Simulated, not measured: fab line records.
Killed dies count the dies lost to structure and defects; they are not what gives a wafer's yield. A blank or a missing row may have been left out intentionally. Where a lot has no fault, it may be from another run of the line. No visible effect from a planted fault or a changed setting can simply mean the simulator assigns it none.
One fault seen from 2 desks / flow ritCmos / what lay behind the numbers comes last; until then each desk has only its own

== THE METROLOGY DESK ==
Means of the sampled wafers that have a number, per lot and without regard to the tool the lot ran on: this is what the gauges read. If a lot's mean is further than 4 standard deviations from the usual mean, the lot is out of limits and carries the mark OUT (the distance appears in the brackets).
Columns: A = PRETRO_TW at RIT_PRETRO_TW_MEAS_10, usual 477.6
lot=L373; first seen here=day 2 08:12; A=474.9
lot=L374; first seen here=day 2 14:35; A=475.3
lot=L375; first seen here=day 2 23:58; A=475.2
lot=L378; first seen here=day 3 17:05; A=472.7
lot=L379; first seen here=day 3 19:57; A=472.7
lot=L380; first seen here=day 4 01:14; A=478.0
lot=L381; first seen here=day 4 04:29; A=476.4
lot=L382; first seen here=day 4 09:28; A=481.9
lot=L383; first seen here=day 4 12:05; A=479.1
lot=L384; first seen here=day 4 17:08; A=474.4
lot=L387; first seen here=day 5 07:47; A=480.9
lot=L390; first seen here=day 5 21:41; A=475.6
lot=L395; first seen here=day 6 23:17; A=479.2
lot=L396; first seen here=day 7 06:01; A=476.8
Finding of this desk: none of the 14 lots has anything out of limits.

== TOOL OWNER'S DESK, rieDiel-01 ==
The tool's own readings at RIT_ACTIVE_ETCH_13 (etches Si3N4 in SF6, stops on SiO2, time 210 s, target depth 210 nm): means of the sampled wafers that have a number, for each lot that ran on this tool. If a lot's mean is further than 4 standard deviations from the usual mean, the lot is out of limits and carries the mark OUT (the distance appears in the brackets).
Columns: A = drypumpMotorCurrentA at RIT_ACTIVE_ETCH_13, usual 5.7 A; B = oesProductAu at RIT_ACTIVE_ETCH_13, usual 0.818 a.u.; C = throttleValvePct at RIT_ACTIVE_ETCH_13, usual 7.48 %
lot=L373; first seen here=day 1 15:48; A=6.5; B=0.833; C=7.42
lot=L375; first seen here=day 2 03:03; A=6.2; B=0.816; C=7.45
lot=L380; first seen here=day 3 05:09; A=6.2; B=0.826; C=7.45
lot=L382; first seen here=day 3 12:16; A=6.2; B=0.821; C=7.45
lot=L387; first seen here=day 4 13:40; A=6.2; B=0.794; C=7.45
lot=L390; first seen here=day 5 03:44; A=6.4; B=0.793; C=7.41
Finding of this desk: none of the 6 lots has anything out of limits.

== ALL TOGETHER ==
From the metrology desk's view, nothing was out of limits.
The tool owner's desk saw nothing out of limits.

== WHAT THE SIMULATOR HAD PUT IN ==
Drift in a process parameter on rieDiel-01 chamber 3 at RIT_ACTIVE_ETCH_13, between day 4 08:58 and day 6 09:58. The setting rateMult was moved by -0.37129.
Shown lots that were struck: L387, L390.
